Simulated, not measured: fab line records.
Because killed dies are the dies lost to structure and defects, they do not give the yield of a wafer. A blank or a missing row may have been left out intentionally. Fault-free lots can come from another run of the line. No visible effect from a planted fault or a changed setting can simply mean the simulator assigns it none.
fab line records :: flow berkeleyCmos170 :: part 2 of 2: steps 23 to 34 of 34
record:
  lots: 5
  wafers: 15
  lastDay: 11
route steps=331 shown START@5 ZERO@6 NWELL@14 PWELL@34
lots untouched by any fault: they come from a run of this same line in which no faults occurred
startH: start of the lot's first displayed wafer, in hours after the record's first day :: waitH: how many hours have passed since the lot's step before this one :: " unchanged from the row above :: L1.1+2: several wafers, shown together as one row :: - value missing, or start not given :: * or withheld: withheld :: < > ~ a bound
route shown NAME@n: NAME is a module with steps in the file, n the number in the route of the first one :: usual: average and standard deviation across the fault-free wafers :: same: alike in all rows :: chamber/n: place in a boat :: sites: readings site by site :: _std_site: standard deviation of those values :: _edge_site: mean of outer sites minus mean of inner sites :: radiusMm: for every site, how far away it sits from the centre of the wafer :: mask NAME#n: copy n :: behind: the last tool/chamber to shape the wafer :: hold: reason for holding the lot/hours on hold/outcome of the hold :: device: the n, p or np transistor that did not switch :: end of line: the route-end tests of the same wafers :: a step without rows: its recipe alone :: killed: count of dies lost to structure and defects at first sort (not the wafer's yield) :: map: dies across one wafer; x = killed, . = not, _ = none there
set.NAME: the setting as run; set.NAME@STEP: as run at that earlier step :: model.NAME: the simulator's own value behind a step, which no gauge read
a table for each step, a row for each wafer; lots at some steps of the route
services: a tool's chamber out of use, with start hour (startH, from the record's first day; less than 0 if before it), hours out, and reason
== steps ==
step: UCB170_NWELL_ETCH_13
recipe:
  chemistry: CH3F/Ar/O2
  target: Si3N4
  stopOn: SiO2
  CH3F_flow_sccm: 20
  Ar_flow_sccm: 50
  O2_flow_sccm: 7
  pressureMtorr: 50
  rfW: 450
  targetDepthA: 2464
  overEtchFrac: 0.1
  timeS: 154
usual:
  drypumpMotorCurrentA: 5.4/0.41
  oesProductAu: 0.945/0.013
  throttleValvePct: 8.06/0.13
lot.wafer: L074.2
tool: rieDiel-03
chamber: 3
startH: 39.76
waitH: 0.0
drypumpMotorCurrentA: 5.4
oesProductAu: 0.946
rfHoursCounterH: 42
throttleValvePct: 8.07

lot.wafer: L074.3
tool: rieDiel-03
chamber: 0
startH: 39.76
waitH: 0.0
drypumpMotorCurrentA: 5.0
oesProductAu: 0.940
rfHoursCounterH: 112
throttleValvePct: 8.32

lot.wafer: L074.4
tool: rieDiel-03
chamber: 2
startH: 39.76
waitH: 0.0
drypumpMotorCurrentA: 6.1
oesProductAu: 0.927
rfHoursCounterH: 40
throttleValvePct: 8.27

lot.wafer: L080.1
tool: rieDiel-01
chamber: 3
startH: 70.74
waitH: 0.0
drypumpMotorCurrentA: 6.1
oesProductAu: 0.942
rfHoursCounterH: 12
throttleValvePct: 8.07

lot.wafer: L080.3
tool: rieDiel-01
chamber: 2
startH: 70.74
waitH: 0.0
drypumpMotorCurrentA: 5.3
oesProductAu: 0.931
rfHoursCounterH: 2
throttleValvePct: 7.98

lot.wafer: L080.6
tool: rieDiel-01
chamber: 1
startH: 70.74
waitH: 0.0
drypumpMotorCurrentA: 4.9
oesProductAu: 0.929
rfHoursCounterH: -
throttleValvePct: 7.99

lot.wafer: L086.4
tool: rieDiel-01
chamber: 1
startH: 101.53
waitH: 0.0
drypumpMotorCurrentA: 4.9
oesProductAu: 0.928
rfHoursCounterH: 2
throttleValvePct: 7.99

lot.wafer: L086.5
tool: rieDiel-01
chamber: 1
startH: 101.53
waitH: 0.0
drypumpMotorCurrentA: 4.9
oesProductAu: 0.925
rfHoursCounterH: -
throttleValvePct: 8.01

lot.wafer: L086.6
tool: rieDiel-01
chamber: 0
startH: 101.53
waitH: 0.0
drypumpMotorCurrentA: 5.1
oesProductAu: 0.949
rfHoursCounterH: -
throttleValvePct: 7.95

lot.wafer: L089.3
tool: rieDiel-01
chamber: 3
startH: 114.26
waitH: 0.0
drypumpMotorCurrentA: 6.1
oesProductAu: 0.942
rfHoursCounterH: 13
throttleValvePct: 8.07

lot.wafer: L089.4
tool: rieDiel-01
chamber: 0
startH: 114.26
waitH: 0.0
drypumpMotorCurrentA: 5.1
oesProductAu: 0.956
rfHoursCounterH: 110
throttleValvePct: 7.95

lot.wafer: L089.5
tool: rieDiel-01
chamber: 3
startH: 114.26
waitH: 0.0
drypumpMotorCurrentA: 6.1
oesProductAu: 0.944
rfHoursCounterH: -
throttleValvePct: 8.08

lot.wafer: L091.1
tool: rieDiel-04
chamber: 2
startH: 123.37
waitH: 0.0
drypumpMotorCurrentA: 5.4
oesProductAu: 0.929
rfHoursCounterH: 99
throttleValvePct: 8.08

lot.wafer: L091.3
tool: rieDiel-04
chamber: 0
startH: 123.37
waitH: 0.0
drypumpMotorCurrentA: 5.4
oesProductAu: 0.965
rfHoursCounterH: 54
throttleValvePct: 8.14

lot.wafer: L091.6
tool: rieDiel-04
chamber: 1
startH: 123.37
waitH: 0.0
drypumpMotorCurrentA: 5.9
oesProductAu: 0.929
rfHoursCounterH: -
throttleValvePct: 8.03
step: UCB170_NWELL_IMPLANT_14
recipe:
  species: P
  doseCm2: 1e+13
  energyKev: 150
  tiltDeg: 7
lot.wafer: L074.2+3+4
tool: implanter-02
chamber: 0
startH: 39.89
waitH: 0.1

lot.wafer: L080.1+3+6
tool: implanter-02
chamber: 0
startH: 70.85
waitH: 0.1

lot.wafer: L086.4+5+6
tool: implanter-04
chamber: 0
startH: 101.71
waitH: 0.1

lot.wafer: L089.3+4+5
tool: implanter-04
chamber: 0
startH: 114.41
waitH: 0.1

lot.wafer: L091.1+3+6
tool: implanter-02
chamber: 0
startH: 123.48
waitH: 0.1
step: UCB170_NWELL_STRIP_15
recipe:
  chemistry: O2
  powerW: 400
  pressureMtorr: 3500
  platenTempC: withheld
  o2FlowSccm: 400
  overashFraction: 0.5
usual:
  drypumpMotorCurrentA: 5.8/0.54
  o2FlowSccm: 399.9/1.2
  oesProductAu: 0.721/0.0048
  stripTimeToEndpointS: 18.01/0.07
lot.wafer: L074.2
tool: plasmaAsher-02
chamber: 1
startH: 40.02
waitH: 0.1
drypumpMotorCurrentA: 5.6
o2FlowSccm: 399.1
oesProductAu: 0.731
rfHoursCounterH: 26
stripTimeToEndpointS: 17.87

lot.wafer: L074.3
tool: plasmaAsher-02
chamber: 1
startH: 40.02
waitH: 0.1
drypumpMotorCurrentA: 5.6
o2FlowSccm: 398.3
oesProductAu: 0.716
rfHoursCounterH: -
stripTimeToEndpointS: 17.96

lot.wafer: L074.4
tool: plasmaAsher-02
chamber: 0
startH: 40.02
waitH: 0.1
drypumpMotorCurrentA: 4.9
o2FlowSccm: 398.9
oesProductAu: 0.725
rfHoursCounterH: -
stripTimeToEndpointS: 17.94

lot.wafer: L080.1
tool: plasmaAsher-01
chamber: 0
startH: 71.00
waitH: 0.1
drypumpMotorCurrentA: 6.2
o2FlowSccm: 401.1
oesProductAu: 0.727
rfHoursCounterH: 37
stripTimeToEndpointS: 18.02

lot.wafer: L080.3
tool: plasmaAsher-01
chamber: 1
startH: 71.00
waitH: 0.1
drypumpMotorCurrentA: 6.2
o2FlowSccm: 399.7
oesProductAu: 0.713
rfHoursCounterH: -
stripTimeToEndpointS: 18.09

lot.wafer: L080.6
tool: plasmaAsher-01
chamber: 1
startH: 71.00
waitH: 0.1
drypumpMotorCurrentA: 6.2
o2FlowSccm: 400.1
oesProductAu: 0.722
rfHoursCounterH: -
stripTimeToEndpointS: 17.96

lot.wafer: L086.4
tool: plasmaAsher-01
chamber: 1
startH: 101.82
waitH: 0.1
drypumpMotorCurrentA: 6.2
o2FlowSccm: 401.2
oesProductAu: 0.725
rfHoursCounterH: -
stripTimeToEndpointS: 18.02

lot.wafer: L086.5
tool: plasmaAsher-01
chamber: 0
startH: 101.82
waitH: 0.1
drypumpMotorCurrentA: 6.2
o2FlowSccm: 401.4
oesProductAu: 0.731
rfHoursCounterH: -
stripTimeToEndpointS: 17.98

lot.wafer: L086.6
tool: plasmaAsher-01
chamber: 1
startH: 101.82
waitH: 0.1
drypumpMotorCurrentA: 6.2
o2FlowSccm: 399.9
oesProductAu: 0.712
rfHoursCounterH: -
stripTimeToEndpointS: 18.03

lot.wafer: L089.3
tool: plasmaAsher-02
chamber: 1
startH: 114.54
waitH: 0.1
drypumpMotorCurrentA: 5.6
o2FlowSccm: 401.9
oesProductAu: 0.715
rfHoursCounterH: -
stripTimeToEndpointS: 17.96

lot.wafer: L089.4
tool: plasmaAsher-02
chamber: 0
startH: 114.54
waitH: 0.1
drypumpMotorCurrentA: 4.9
o2FlowSccm: 400.6
oesProductAu: 0.722
rfHoursCounterH: -
stripTimeToEndpointS: 17.98

lot.wafer: L089.5
tool: plasmaAsher-02
chamber: 1
startH: 114.54
waitH: 0.1
drypumpMotorCurrentA: 5.7
o2FlowSccm: 401.2
oesProductAu: 0.720
rfHoursCounterH: -
stripTimeToEndpointS: 17.97

lot.wafer: L091.1
tool: plasmaAsher-01
chamber: 0
startH: 123.63
waitH: 0.1
drypumpMotorCurrentA: 6.2
o2FlowSccm: 399.6
oesProductAu: 0.723
rfHoursCounterH: 42
stripTimeToEndpointS: 18.07

lot.wafer: L091.3
tool: plasmaAsher-01
chamber: 0
startH: 123.63
waitH: 0.1
drypumpMotorCurrentA: 6.2
o2FlowSccm: 400.0
oesProductAu: 0.721
rfHoursCounterH: -
stripTimeToEndpointS: 18.02

lot.wafer: L091.6
tool: plasmaAsher-01
chamber: 0
startH: 123.63
waitH: 0.1
drypumpMotorCurrentA: 6.2
o2FlowSccm: 398.1
oesProductAu: 0.717
rfHoursCounterH: -
stripTimeToEndpointS: 18.10
step: UCB170_NWELL_TW_MEAS_16
usual:
  NWELL_TW: 1248/17
lot.wafer: L074.2
tool: filmMetro-04
chamber: -
startH: 40.13
waitH: 0.1
NWELL_TW: 1266

lot.wafer: L074.3
tool: filmMetro-04
chamber: -
startH: 40.13
waitH: 0.1
NWELL_TW: 1266

lot.wafer: L074.4
tool: filmMetro-04
chamber: -
startH: 40.13
waitH: 0.1
NWELL_TW: 1269

lot.wafer: L080.1
tool: filmMetro-03
chamber: -
startH: 71.10
waitH: 0.1
NWELL_TW: 1224

lot.wafer: L080.3
tool: filmMetro-03
chamber: -
startH: 71.10
waitH: 0.1
NWELL_TW: 1224

lot.wafer: L080.6
tool: filmMetro-03
chamber: -
startH: 71.10
waitH: 0.1
NWELL_TW: 1227

lot.wafer: L086.4
tool: filmMetro-03
chamber: -
startH: 101.92
waitH: 0.1
NWELL_TW: 1228

lot.wafer: L086.5
tool: filmMetro-03
chamber: -
startH: 101.92
waitH: 0.1
NWELL_TW: 1235

lot.wafer: L086.6
tool: filmMetro-03
chamber: -
startH: 101.92
waitH: 0.1
NWELL_TW: 1225

lot.wafer: L089.3
tool: filmMetro-01
chamber: -
startH: 114.63
waitH: 0.1
NWELL_TW: 1239

lot.wafer: L089.4
tool: filmMetro-01
chamber: -
startH: 114.63
waitH: 0.1
NWELL_TW: 1241

lot.wafer: L089.5
tool: filmMetro-01
chamber: -
startH: 114.63
waitH: 0.1
NWELL_TW: 1240

lot.wafer: L091.1
tool: filmMetro-03
chamber: -
startH: 123.73
waitH: 0.1
NWELL_TW: 1231

lot.wafer: L091.3
tool: filmMetro-03
chamber: -
startH: 123.73
waitH: 0.1
NWELL_TW: 1237

lot.wafer: L091.6
tool: filmMetro-03
chamber: -
startH: 123.73
waitH: 0.1
NWELL_TW: 1230
step: UCB170_NWELL_CLEAN_17
recipe:
  chemistry: SPM
  tempC: 120
  timeS: 600
lot.wafer: L074.2+3+4
tool: wetBench-02
chamber: 1
startH: 40.18
waitH: 0.0

lot.wafer: L080.1+3+6
tool: wetBench-01
chamber: 3
startH: 71.16
waitH: 0.1

lot.wafer: L086.4+5+6
tool: wetBench-03
chamber: 3
startH: 102.77
waitH: 0.8

lot.wafer: L089.3+4+5
tool: wetBench-02
chamber: 0
startH: 114.67
waitH: 0.0

lot.wafer: L091.1+3+6
tool: wetBench-02
chamber: 1
startH: 123.79
waitH: 0.1
step: UCB170_NWELL_WET_ETCH_18
recipe:
  chemistry: H3PO4
  target: Si3N4
  tempC: 160
  timeS: 14400
lot.wafer: L074.2+3+4
tool: wetBench-01
chamber: 3
startH: 40.53
waitH: 0.0

lot.wafer: L080.1+3+6
tool: wetBench-02
chamber: 0
startH: 71.40
waitH: 0.0

lot.wafer: L086.4+5+6
tool: wetBench-01
chamber: 0
startH: 105.15
waitH: 2.2

lot.wafer: L089.3+4+5
tool: wetBench-02
chamber: 3
startH: 114.84
waitH: 0.0

lot.wafer: L091.1+3+6
tool: wetBench-01
chamber: 2
startH: 123.96
waitH: 0.0
step: UCB170_NWELL_WET_ETCH_19
recipe:
  chemistry: BOE
  dilution: 5:1
  target: SiO2
  tempC: 25
  timeS: 22
lot.wafer: L074.2+3+4
tool: wetBench-01
chamber: 3
startH: 45.09
waitH: 0.2

lot.wafer: L080.1+3+6
tool: wetBench-02
chamber: 2
startH: 75.41
waitH: 0.0

lot.wafer: L086.4+5+6
tool: wetBench-01
chamber: 2
startH: 109.90
waitH: 0.4

lot.wafer: L089.3+4+5
tool: wetBench-03
chamber: 0
startH: 118.85
waitH: 0.0

lot.wafer: L091.1+3+6
tool: wetBench-03
chamber: 2
startH: 128.33
waitH: 0.0
step: UCB170_PWELL_CLEAN_00
recipe:
  chemistry: SPM
  tempC: 120
  timeS: 600
lot.wafer: L074.2+3+4
tool: wetBench-03
chamber: 1
startH: 45.61
waitH: 0.5

lot.wafer: L080.1+3+6
tool: wetBench-02
chamber: 0
startH: 75.43
waitH: 0.0

lot.wafer: L086.4+5+6
tool: wetBench-01
chamber: 1
startH: 109.95
waitH: 0.0

lot.wafer: L089.3+4+5
tool: wetBench-01
chamber: 0
startH: 118.87
waitH: 0.0

lot.wafer: L091.1+3+6
tool: wetBench-01
chamber: 3
startH: 128.35
waitH: 0.0
step: UCB170_PWELL_CLEAN_01
recipe:
  chemistry: dHF
  dilution: 25:1
  timeS: 60
lot.wafer: L074.2+3+4
tool: wetBench-03
chamber: 0
startH: 46.01
waitH: 0.1

lot.wafer: L080.1+3+6
tool: wetBench-02
chamber: 0
startH: 75.60
waitH: 0.0

lot.wafer: L086.4+5+6
tool: wetBench-01
chamber: 0
startH: 110.33
waitH: 0.2

lot.wafer: L089.3+4+5
tool: wetBench-02
chamber: 0
startH: 119.04
waitH: 0.0

lot.wafer: L091.1+3+6
tool: wetBench-02
chamber: 3
startH: 128.54
waitH: 0.0
step: UCB170_PWELL_OXIDATION_02
recipe:
  tempC: 1000
  ambient: O2
  targetThkA: 264
  oxTimeS: 1260
usual:
  tube_center_temp_C_max: 1002.5/0.38
lot.wafer: L074.2
tool: furnace-04
chamber: 0
startH: 51.85
waitH: 5.8
tube_center_temp_C_max: 1002.4

lot.wafer: L074.3
tool: furnace-04
chamber: 0
startH: 51.85
waitH: 5.8
tube_center_temp_C_max: 1002.7

lot.wafer: L074.4
tool: furnace-04
chamber: 0
startH: 51.85
waitH: 5.8
tube_center_temp_C_max: 1002.6

lot.wafer: L080.1
tool: furnace-02
chamber: 0
startH: 80.36
waitH: 4.7
tube_center_temp_C_max: 1002.1

lot.wafer: L080.3
tool: furnace-02
chamber: 0
startH: 80.36
waitH: 4.7
tube_center_temp_C_max: 1003.3

lot.wafer: L080.6
tool: furnace-02
chamber: 0
startH: 80.36
waitH: 4.7
tube_center_temp_C_max: 1003.3

lot.wafer: L086.4
tool: furnace-02
chamber: 0
startH: 115.71
waitH: 5.4
tube_center_temp_C_max: 1002.3

lot.wafer: L086.5
tool: furnace-02
chamber: 0
startH: 115.71
waitH: 5.4
tube_center_temp_C_max: 1002.3

lot.wafer: L086.6
tool: furnace-02
chamber: 0
startH: 115.71
waitH: 5.4
tube_center_temp_C_max: 1003.2

lot.wafer: L089.3
tool: furnace-02
chamber: 0
startH: 127.66
waitH: 8.6
tube_center_temp_C_max: 1002.3

lot.wafer: L089.4
tool: furnace-02
chamber: 0
startH: 127.66
waitH: 8.6
tube_center_temp_C_max: 1002.7

lot.wafer: L089.5
tool: furnace-02
chamber: 0
startH: 127.66
waitH: 8.6
tube_center_temp_C_max: 1002.9

lot.wafer: L091.1
tool: furnace-01
chamber: 0
startH: 133.06
waitH: 4.5
tube_center_temp_C_max: 1002.7

lot.wafer: L091.3
tool: furnace-01
chamber: 0
startH: 133.06
waitH: 4.5
tube_center_temp_C_max: 1002.4

lot.wafer: L091.6
tool: furnace-01
chamber: 0
startH: 133.06
waitH: 4.5
tube_center_temp_C_max: 1002.4
step: UCB170_PWELL_THK_MEAS_03
recipe:
  reads: SiO2_of_PWELL_OXIDATION_02
usual:
  PWELL_OXIDE_THK: 26.6/0.58
lot.wafer: L074.2
tool: filmMetro-02
chamber: -
startH: 53.21
waitH: 0.0
PWELL_OXIDE_THK[nm]: 26.7

lot.wafer: L074.3
tool: filmMetro-02
chamber: -
startH: 53.21
waitH: 0.0
PWELL_OXIDE_THK[nm]: 26.6

lot.wafer: L074.4
tool: filmMetro-02
chamber: -
startH: 53.21
waitH: 0.0
PWELL_OXIDE_THK[nm]: 27.2

lot.wafer: L080.1
tool: filmMetro-02
chamber: -
startH: 81.71
waitH: 0.0
PWELL_OXIDE_THK[nm]: 26.4

lot.wafer: L080.3
tool: filmMetro-02
chamber: -
startH: 81.71
waitH: 0.0
PWELL_OXIDE_THK[nm]: 26.2

lot.wafer: L080.6
tool: filmMetro-02
chamber: -
startH: 81.71
waitH: 0.0
PWELL_OXIDE_THK[nm]: 26.2

lot.wafer: L086.4
tool: filmMetro-02
chamber: -
startH: 117.15
waitH: 0.1
PWELL_OXIDE_THK[nm]: 27.0

lot.wafer: L086.5
tool: filmMetro-02
chamber: -
startH: 117.15
waitH: 0.1
PWELL_OXIDE_THK[nm]: 27.5

lot.wafer: L086.6
tool: filmMetro-02
chamber: -
startH: 117.15
waitH: 0.1
PWELL_OXIDE_THK[nm]: 26.5

lot.wafer: L089.3
tool: filmMetro-01
chamber: -
startH: 129.03
waitH: 0.0
PWELL_OXIDE_THK[nm]: 25.6

lot.wafer: L089.4
tool: filmMetro-01
chamber: -
startH: 129.03
waitH: 0.0
PWELL_OXIDE_THK[nm]: 26.0

lot.wafer: L089.5
tool: filmMetro-01
chamber: -
startH: 129.03
waitH: 0.0
PWELL_OXIDE_THK[nm]: 25.8

lot.wafer: L091.1
tool: filmMetro-04
chamber: -
startH: 134.41
waitH: 0.0
PWELL_OXIDE_THK[nm]: 27.2

lot.wafer: L091.3
tool: filmMetro-04
chamber: -
startH: 134.41
waitH: 0.0
PWELL_OXIDE_THK[nm]: 27.4

lot.wafer: L091.6
tool: filmMetro-04
chamber: -
startH: 134.41
waitH: 0.0
PWELL_OXIDE_THK[nm]: 27.5
step: UCB170_PWELL_ANNEAL_04
recipe:
  tempC: 1000
  timeS: 900
  ambient: N2
usual:
  tube_center_temp_C_max: 1002.5/0.41
lot.wafer: L074.2
tool: furnace-04
chamber: 0
startH: 60.80
waitH: 7.6
tube_center_temp_C_max: 1002.6

lot.wafer: L074.3
tool: furnace-04
chamber: 0
startH: 60.80
waitH: 7.6
tube_center_temp_C_max: 1002.0

lot.wafer: L074.4
tool: furnace-04
chamber: 0
startH: 60.80
waitH: 7.6
tube_center_temp_C_max: 1002.3

lot.wafer: L080.1
tool: furnace-04
chamber: 0
startH: 87.00
waitH: 5.3
tube_center_temp_C_max: 1002.9

lot.wafer: L080.3
tool: furnace-04
chamber: 0
startH: 87.00
waitH: 5.3
tube_center_temp_C_max: 1002.7

lot.wafer: L080.6
tool: furnace-04
chamber: 0
startH: 87.00
waitH: 5.3
tube_center_temp_C_max: 1002.2

lot.wafer: L086.4
tool: furnace-01
chamber: 0
startH: 125.96
waitH: 8.8
tube_center_temp_C_max: 1001.8

lot.wafer: L086.5
tool: furnace-01
chamber: 0
startH: 125.96
waitH: 8.8
tube_center_temp_C_max: 1002.3

lot.wafer: L086.6
tool: furnace-01
chamber: 0
startH: 125.96
waitH: 8.8
tube_center_temp_C_max: 1003.2

lot.wafer: L089.3
tool: furnace-02
chamber: 0
startH: 134.35
waitH: 5.3
tube_center_temp_C_max: 1003.1

lot.wafer: L089.4
tool: furnace-02
chamber: 0
startH: 134.35
waitH: 5.3
tube_center_temp_C_max: 1002.7

lot.wafer: L089.5
tool: furnace-02
chamber: 0
startH: 134.35
waitH: 5.3
tube_center_temp_C_max: 1002.6

lot.wafer: L091.1
tool: furnace-01
chamber: 0
startH: 138.59
waitH: 4.2
tube_center_temp_C_max: 1002.8

lot.wafer: L091.3
tool: furnace-01
chamber: 0
startH: 138.59
waitH: 4.2
tube_center_temp_C_max: 1002.8

lot.wafer: L091.6
tool: furnace-01
chamber: 0
startH: 138.59
waitH: 4.2
tube_center_temp_C_max: 1002.9
== services ==
tool: rieDiel-01
chamber: -
startH: -1.09
hours: 14.6
kind: pm

tool: furnace-02
chamber: -
startH: 0.01
hours: 2.4
kind: repair

tool: krfScanner-02
chamber: -
startH: 0.51
hours: 1.3
kind: pm

tool: furnace-01
chamber: -
startH: 12.20
hours: 4.0
kind: pm

tool: plasmaAsher-04
chamber: -
startH: 12.98
hours: 29.5
kind: repair

tool: implanter-02
chamber: -
startH: 14.46
hours: 4.7
kind: repair

tool: krfScanner-02
chamber: -
startH: 17.51
hours: 2.6
kind: repair

tool: plasmaAsher-01
chamber: -
startH: 18.69
hours: 2.3
kind: repair

tool: plasmaAsher-04
chamber: -
startH: 22.93
hours: 1.7
kind: repair

tool: plasmaAsher-04
chamber: -
startH: 23.91
hours: 0.8
kind: repair

tool: krfScanner-02
chamber: -
startH: 30.78
hours: 7.2
kind: pm

tool: implanter-04
chamber: -
startH: 41.61
hours: 2.9
kind: pm

tool: krfScanner-01
chamber: -
startH: 43.89
hours: 1.0
kind: pm

tool: krfScanner-01
chamber: -
startH: 58.78
hours: 1.3
kind: pm

tool: implanter-02
chamber: -
startH: 59.92
hours: 3.7
kind: repair

tool: krfScanner-02
chamber: -
startH: 65.66
hours: 0.8
kind: pm

tool: krfScanner-02
chamber: -
startH: 79.65
hours: 1.0
kind: pm

tool: krfScanner-02
chamber: -
startH: 84.35
hours: 4.0
kind: pm

tool: furnace-04
chamber: -
startH: 88.25
hours: 3.7
kind: pm

tool: rieDiel-01
chamber: -
startH: 98.69
hours: 0.7
kind: repair

tool: plasmaAsher-04
chamber: -
startH: 108.75
hours: 9.0
kind: pm

tool: krfScanner-01
chamber: -
startH: 108.78
hours: 0.8
kind: pm

tool: krfScanner-01
chamber: -
startH: 115.30
hours: 3.6
kind: pm

tool: furnace-04
chamber: -
startH: 117.95
hours: 11.3
kind: pm
